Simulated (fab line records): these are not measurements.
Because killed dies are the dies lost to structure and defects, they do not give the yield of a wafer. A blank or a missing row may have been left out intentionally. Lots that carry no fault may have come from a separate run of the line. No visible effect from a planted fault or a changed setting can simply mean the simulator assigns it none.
fab line records | flow rit-cmos
[record] lots = 5 | wafers = 23
route steps=202 shown PSD@150 PLDD@159 NLDD@160 CONTACT@171
start-h: start of the lot's first displayed wafer, in hours after the record's first day | wait-h: hours since the lot's step before | " repeats the value in the row above | L1.1+2: a single row standing in for several wafers | - either no value or no given start | * or withheld: withheld | < > ~ a bound
route shown NAME@n: a module of which the file shows steps, and the number in the route of the first | usual: mean/standard deviation of fault-free wafers | same: alike in all rows | chamber/n: place in a boat | sites: the reading at each site | _std_site: their standard deviation | _edge_site: inner sites' mean taken away from outer sites' mean | radius-mm: for every site, how far away it sits from the centre of the wafer | mask NAME#n: copy n | behind: the tool/chamber that last shaped the wafer | hold: reason for holding the lot/hours on hold/outcome of the hold | device: which transistor (n, p or np) failed to switch | end of line: at the end of the route, the tests of the same wafers | for a step that has no rows: nothing shown but its recipe | killed: dies that structure and defects cost at the first sort, which is not the same as the wafer's yield | map: dies across one wafer; x = killed, . = not, _ = none there
set.NAME: the setting as run; set.NAME@STEP: as run at that earlier step | model.NAME: the simulator's own value behind a step, which no gauge read
lots run with intentionally changed settings; tables by step, rows by wafer
[[steps]]
[step RIT_PSD_IMPLANT_08]
[recipe] species = BF2 | energy-kev = 27 | dose-cm2 = 5e+15 | tilt-deg = 7
lot.wafer      | tool         | chamber | start-h | wait-h | set.dose-cm2
L075.1+2+5     | implanter-02 | 0       | 63.11   | 0.1    | 5e+15
L077.2+3+5     | implanter-02 | 0       | 69.82   | 0.1    | 5e+15
L077.4+6       | "            | 0       | "       | "      | 5.372e+15
L076.1+2+3+4+5 | implanter-03 | 0       | 70.54   | 0.1    | 5e+15
L078.1+5+6     | implanter-02 | 0       | 76.87   | 0.1    | 4.814e+15
L078.2+3       | "            | 0       | "       | "      | 5e+15
L085.2+4       | implanter-03 | 0       | 113.11  | 0.1    | 4.668e+15
L085.3+5+6     | "            | 0       | "       | "      | 5e+15
[step RIT_PSD_STRIP_09]
[recipe] chemistry = O2 | time-s = 180 | resist = NOVOLAK | platen-temp-c = withheld | power-w = 500 | pressure-mtorr = 4000 | o2-flow-sccm = 4000
[step RIT_SDANNEAL_RS_MEAS_06]
[recipe] thk-meas-gauge = four-point-probe
[usual] PLDD_RS = 178.8/0.46
lot.wafer | tool          | chamber | start-h | wait-h | set.energy-kev@PLDD_IMPLANT_08 | PLDD_RS[ohm/sq]
L075.1    | film-metro-03 | -       | 64.23   | 0.1    | 20                             | 178.6
L075.2    | "             | -       | "       | "      | 20                             | 178.8
L075.5    | "             | -       | "       | "      | 20                             | 178.8
L077.2    | film-metro-02 | -       | 70.86   | 0.1    | 20.35                          | 177.2
L077.3    | "             | -       | "       | "      | 20                             | 179.3
L077.4    | "             | -       | "       | "      | 20                             | 179.2
L077.5    | "             | -       | "       | "      | 20.35                          | 177.9
L077.6    | "             | -       | "       | "      | 20.35                          | 178.3
L076.1    | film-metro-03 | -       | 71.59   | 0.1    | 20                             | 179.5
L076.2    | "             | -       | "       | "      | 19.03                          | 182.0
L076.3    | "             | -       | "       | "      | 19.03                          | 182.5
L076.4    | "             | -       | "       | "      | 20                             | 178.9
L076.5    | "             | -       | "       | "      | 19.03                          | 182.7
L078.1    | film-metro-03 | -       | 77.92   | 0.1    | 20                             | 178.1
L078.2    | "             | -       | "       | "      | 18.98                          | 181.3
L078.3    | "             | -       | "       | "      | 20                             | 177.4
L078.5    | "             | -       | "       | "      | 18.98                          | 182.0
L078.6    | "             | -       | "       | "      | 20                             | 177.5
L085.2    | film-metro-04 | -       | 114.16  | 0.1    | 20                             | 178.4
L085.3    | "             | -       | "       | "      | 20                             | 179.0
L085.4    | "             | -       | "       | "      | 20                             | 179.0
L085.5    | "             | -       | "       | "      | 20                             | 178.9
L085.6    | "             | -       | "       | "      | 20                             | 178.6
[step RIT_SDANNEAL_RS_MEAS_07]
[recipe] thk-meas-gauge = four-point-probe
[usual] NLDD_RS = 151.8/0.5
lot.wafer | tool          | chamber | start-h | wait-h | set.dose-cm2@NLDD_IMPLANT_08 | NLDD_RS[ohm/sq]
L075.1    | film-metro-03 | -       | 64.35   | 0.1    | 5e+14                        | 151.8
L075.2    | "             | -       | "       | "      | 5e+14                        | 151.7
L075.5    | "             | -       | "       | "      | 5e+14                        | 152.2
L077.2    | film-metro-02 | -       | 70.98   | 0.1    | 5e+14                        | 153.0
L077.3    | "             | -       | "       | "      | 5e+14                        | 152.5
L077.4    | "             | -       | "       | "      | 5.136e+14                    | 149.4
L077.5    | "             | -       | "       | "      | 5.136e+14                    | 149.1
L077.6    | "             | -       | "       | "      | 5e+14                        | 152.9
L076.1    | film-metro-03 | -       | 71.71   | 0.1    | 5e+14                        | 152.4
L076.2    | "             | -       | "       | "      | 5e+14                        | 151.8
L076.3    | "             | -       | "       | "      | 5e+14                        | 151.4
L076.4    | "             | -       | "       | "      | 5e+14                        | 152.1
L076.5    | "             | -       | "       | "      | 5e+14                        | 151.9
L078.1    | film-metro-03 | -       | 78.04   | 0.1    | 5e+14                        | 151.5
L078.2    | "             | -       | "       | "      | 5.097e+14                    | 148.7
L078.3    | "             | -       | "       | "      | 5e+14                        | 151.3
L078.5    | "             | -       | "       | "      | 5.097e+14                    | 149.2
L078.6    | "             | -       | "       | "      | 5.097e+14                    | 148.8
L085.2    | film-metro-04 | -       | 114.28  | 0.1    | 4.882e+14                    | 155.1
L085.3    | "             | -       | "       | "      | 5e+14                        | 151.8
L085.4    | "             | -       | "       | "      | 5e+14                        | 152.1
L085.5    | "             | -       | "       | "      | 5e+14                        | 152.0
L085.6    | "             | -       | "       | "      | 4.882e+14                    | 155.0
[step RIT_CONTACT_COAT_03]
[recipe] resist = NOVOLAK | spin-rpm = 3250 | resist-thk-nm = 1000
lot.wafer | tool           | chamber | start-h | wait-h | set.resist-thk-nm | model.NOVOLAK_of_CONTACT_COAT_03.thk-nm
L075.1    | litho-track-03 | 0       | 65.32   | 0.1    | 1000              | 999.7
L075.2    | "              | 0       | "       | "      | 1000              | 999.3
L075.5    | "              | 0       | "       | "      | 1000              | 999.1
L077.2    | litho-track-03 | 0       | 71.89   | 0.1    | 1000              | 997.5
L077.3    | "              | 0       | "       | "      | 1000              | 995.2
L077.4    | "              | 0       | "       | "      | 947               | 943.4
L077.5    | "              | 0       | "       | "      | 947               | 941.7
L077.6    | "              | 0       | "       | "      | 947               | 945.3
L076.1    | litho-track-01 | 0       | 72.66   | 0.1    | 943.1             | 944.9
L076.2    | "              | 0       | "       | "      | 1000              | 1003
L076.3    | "              | 0       | "       | "      | 943.1             | 945.5
L076.4    | "              | 0       | "       | "      | 1000              | 1005
L076.5    | "              | 0       | "       | "      | 1000              | 1002
L078.1    | litho-track-01 | 0       | 79.03   | 0.1    | 962.7             | 963.5
L078.2    | "              | 0       | "       | "      | 962.7             | 963.8
L078.3    | "              | 0       | "       | "      | 962.7             | 962.1
L078.5    | "              | 0       | "       | "      | 1000              | 1002
L078.6    | "              | 0       | "       | "      | 1000              | 999.1
L085.2    | litho-track-01 | 0       | 115.18  | 0.1    | 1000              | 999.8
L085.3    | "              | 0       | "       | "      | 1000              | 999.4
L085.4    | "              | 0       | "       | "      | 1043              | 1046
L085.5    | "              | 0       | "       | "      | 1043              | 1041
L085.6    | "              | 0       | "       | "      | 1000              | 997.1
[step RIT_CONTACT_SOFTBAKE_04]
[recipe] resist = NOVOLAK | temp-c = 90 | time-s = 60
[step RIT_CONTACT_EXPOSE_05]
[recipe] mask-id = M11 | na = 0.6 | source-shape = conventional | sigma-outer = 0.5 | target-cd-nm = 1000 | dose-mj = 250
[step RIT_CONTACT_PEB_06]
[recipe] resist = NOVOLAK | temp-c = withheld | time-s = withheld
[step RIT_CONTACT_DEVELOP_07]
[recipe] resist = NOVOLAK | develop-time-s = 120 | dev-temp-c = 23
[step RIT_CONTACT_CD_MEAS_08]
[recipe] target-cd-nm = 1000
[usual] cd-nm = 1000.0/2.1
lot.wafer | tool      | chamber | start-h | wait-h | set.resist-thk-nm@CONTACT_COAT_03 | cd-nm
L075.1    | cd-sem-01 | -       | 66.13   | -      | 1000                              | 999.3
L075.2    | "         | -       | "       | "      | 1000                              | 999.0
L075.5    | "         | -       | "       | "      | 1000                              | 998.8
L077.2    | cd-sem-01 | -       | 72.82   | -      | 1000                              | 1002.3
L077.3    | "         | -       | "       | "      | 1000                              | 1002.9
L077.4    | "         | -       | "       | "      | 947                               | 1007.0
L077.5    | "         | -       | "       | "      | 947                               | 1007.1
L077.6    | "         | -       | "       | "      | 947                               | 1006.2
L076.1    | cd-sem-02 | -       | 73.60   | -      | 943.1                             | 1008.6
L076.2    | "         | -       | "       | "      | 1000                              | 1000.8
L076.3    | "         | -       | "       | "      | 943.1                             | 1007.9
L076.4    | "         | -       | "       | "      | 1000                              | 1001.4
L076.5    | "         | -       | "       | "      | 1000                              | 1000.4
L078.1    | cd-sem-01 | -       | 79.92   | -      | 962.7                             | 1002.4
L078.2    | "         | -       | "       | "      | 962.7                             | 1002.0
L078.3    | "         | -       | "       | "      | 962.7                             | 1002.6
L078.5    | "         | -       | "       | "      | 1000                              | 997.2
L078.6    | "         | -       | "       | "      | 1000                              | 999.5
L085.2    | cd-sem-01 | -       | 116.01  | -      | 1000                              | 1002.4
L085.3    | "         | -       | "       | "      | 1000                              | 1002.4
L085.4    | "         | -       | "       | "      | 1043                              | 999.2
L085.5    | "         | -       | "       | "      | 1043                              | 997.6
L085.6    | "         | -       | "       | "      | 1000                              | 1003.6
[step RIT_CONTACT_HARDBAKE_10]
[recipe] resist = NOVOLAK | temp-c = 140 | time-s = 60
lot.wafer | tool           | chamber | start-h | wait-h | set.resist-thk-nm@CONTACT_COAT_03 | model.NOVOLAK_of_CONTACT_COAT_03.thk-nm
L075.1    | litho-track-01 | 0       | 66.29   | 0.0    | 1000                              | 883
L075.2    | "              | 0       | "       | "      | 1000                              | 882.7
L075.5    | "              | 0       | "       | "      | 1000                              | 882.6
L077.2    | litho-track-02 | 0       | 72.98   | 0.0    | 1000                              | 881.2
L077.3    | "              | 0       | "       | "      | 1000                              | 879.1
L077.4    | "              | 0       | "       | "      | 947                               | 833.7
L077.5    | "              | 0       | "       | "      | 947                               | 832.2
L077.6    | "              | 0       | "       | "      | 947                               | 835.4
L076.1    | litho-track-01 | 0       | 73.76   | 0.0    | 943.1                             | 835.1
L076.2    | "              | 0       | "       | "      | 1000                              | 885.6
L076.3    | "              | 0       | "       | "      | 943.1                             | 835.7
L076.4    | "              | 0       | "       | "      | 1000                              | 888
L076.5    | "              | 0       | "       | "      | 1000                              | 884.9
L078.1    | litho-track-03 | 0       | 80.08   | 0.0    | 962.7                             | 851.4
L078.2    | "              | 0       | "       | "      | 962.7                             | 851.7
L078.3    | "              | 0       | "       | "      | 962.7                             | 850.2
L078.5    | "              | 0       | "       | "      | 1000                              | 884.7
L078.6    | "              | 0       | "       | "      | 1000                              | 882.6
L085.2    | litho-track-02 | 0       | 116.17  | 0.0    | 1000                              | 883.2
L085.3    | "              | 0       | "       | "      | 1000                              | 882.7
L085.4    | "              | 0       | "       | "      | 1043                              | 923.6
L085.5    | "              | 0       | "       | "      | 1043                              | 919.7
L085.6    | "              | 0       | "       | "      | 1000                              | 880.8
[step RIT_CONTACT_ETCH_11]
[recipe] target-depth-a = 4800 | over-etch-frac = 0.2 | stop-on = TiSi2 | chemistry = CHF3/CF4/Ar | target = SiO2 | CHF3_flow_sccm = 50 | cf4-flow-sccm = 10 | Ar_flow_sccm = 100 | O2_flow_sccm = 5 | pressure-mtorr = 100 | rf-w = 200 | time-s = 320
lot.wafer | tool        | chamber | start-h | wait-h | set.resist-thk-nm@CONTACT_COAT_03 | model.NOVOLAK_of_CONTACT_COAT_03.thk-nm
L075.1    | rie-diel-03 | 1       | 66.44   | 0.1    | 1000                              | 770.9
L075.2    | "           | 3       | "       | "      | 1000                              | 769.9
L075.5    | "           | 1       | "       | "      | 1000                              | 770.4
L077.2    | rie-diel-02 | 3       | 73.11   | 0.1    | 1000                              | 763.2
L077.3    | "           | 2       | "       | "      | 1000                              | 758.7
L077.4    | "           | 1       | "       | "      | 947                               | 717.8
L077.5    | "           | 3       | "       | "      | 947                               | 713.6
L077.6    | "           | 2       | "       | "      | 947                               | 716.6
L076.1    | rie-diel-03 | 2       | 73.91   | 0.1    | 943.1                             | 719
L076.2    | "           | 0       | "       | "      | 1000                              | 769.3
L076.3    | "           | 3       | "       | "      | 943.1                             | 722.2
L076.4    | "           | 1       | "       | "      | 1000                              | 775.6
L076.5    | "           | 0       | "       | "      | 1000                              | 768.6
L078.1    | rie-diel-03 | 3       | 80.23   | 0.1    | 962.7                             | 737.1
L078.2    | "           | 2       | "       | "      | 962.7                             | 734.9
L078.3    | "           | 0       | "       | "      | 962.7                             | 735.3
L078.5    | "           | 0       | "       | "      | 1000                              | 769.5
L078.6    | "           | 2       | "       | "      | 1000                              | 765.5
L085.2    | rie-diel-02 | 2       | 116.30  | 0.1    | 1000                              | 763.1
L085.3    | "           | 1       | "       | "      | 1000                              | 767.3
L085.4    | "           | 3       | "       | "      | 1043                              | 806.3
L085.5    | "           | 3       | "       | "      | 1043                              | 803.1
L085.6    | "           | 2       | "       | "      | 1000                              | 761.3
[step RIT_CONTACT_STRIP_12]
[recipe] chemistry = O2 | time-s = 180 | resist = NOVOLAK | platen-temp-c = withheld | power-w = 500 | pressure-mtorr = 4000 | o2-flow-sccm = 4000
[step RIT_CONTACT_CD_MEAS_90]
[recipe] target-cd-nm = 1000
[usual] cd-nm = 1000.0/2.2
lot.wafer | tool      | chamber | start-h | wait-h | set.resist-thk-nm@CONTACT_COAT_03 | cd-nm
L075.1    | cd-sem-01 | -       | 66.81   | 0.1    | 1000                              | 999.4
L075.2    | "         | -       | "       | "      | 1000                              | 999.3
L075.5    | "         | -       | "       | "      | 1000                              | 999.0
L077.2    | cd-sem-01 | -       | 73.50   | 0.1    | 1000                              | 1003.3
L077.3    | "         | -       | "       | "      | 1000                              | 1002.8
L077.4    | "         | -       | "       | "      | 947                               | 1006.4
L077.5    | "         | -       | "       | "      | 947                               | 1008.1
L077.6    | "         | -       | "       | "      | 947                               | 1006.0
L076.1    | cd-sem-01 | -       | 74.27   | 0.1    | 943.1                             | 1008.2
L076.2    | "         | -       | "       | "      | 1000                              | 1000.6
L076.3    | "         | -       | "       | "      | 943.1                             | 1007.1
L076.4    | "         | -       | "       | "      | 1000                              | 1002.1
L076.5    | "         | -       | "       | "      | 1000                              | 1000.6
L078.1    | cd-sem-01 | -       | 80.60   | 0.1    | 962.7                             | 1001.5
L078.2    | "         | -       | "       | "      | 962.7                             | 1001.8
L078.3    | "         | -       | "       | "      | 962.7                             | 1003.1
L078.5    | "         | -       | "       | "      | 1000                              | 997.6
L078.6    | "         | -       | "       | "      | 1000                              | 999.2
L085.2    | cd-sem-01 | -       | 116.69  | 0.1    | 1000                              | 1003.8
L085.3    | "         | -       | "       | "      | 1000                              | 1002.5
L085.4    | "         | -       | "       | "      | 1043                              | 999.6
L085.5    | "         | -       | "       | "      | 1043                              | 998.2
L085.6    | "         | -       | "       | "      | 1000                              | 1004.3
[[key]]
[split] step = RIT_PSD_IMPLANT_08 | setting = dose-cm2 | stated = 5e+15 | by = wafer
response none clear
[split] step = RIT_CONTACT_COAT_03 | setting = resist-thk-nm | stated = 1000 | by = wafer
[response] step = RIT_CONTACT_COAT_03 | reading = model.NOVOLAK_of_CONTACT_COAT_03.thk-nm | change = +10.2 | per = 1% | r = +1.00
[response] step = RIT_CONTACT_CD_MEAS_08 | reading = cd-nm | change = -1.06 | per = 1% | r = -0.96
[response] step = RIT_CONTACT_HARDBAKE_10 | reading = model.NOVOLAK_of_CONTACT_COAT_03.thk-nm | change = +8.89 | per = 1% | r = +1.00
[response] step = RIT_CONTACT_ETCH_11 | reading = model.NOVOLAK_of_CONTACT_COAT_03.thk-nm | change = +8.83 | per = 1% | r = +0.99
[response] step = RIT_CONTACT_CD_MEAS_90 | reading = cd-nm | change = -0.982 | per = 1% | r = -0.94
split outside-this-file step=RIT_NLDD_IMPLANT_08 setting=dose-cm2
split outside-this-file step=RIT_PLDD_IMPLANT_08 setting=energy-kev
// split outside-this-file: this setting was split too, and the file shows its column; the key of that split is in another file
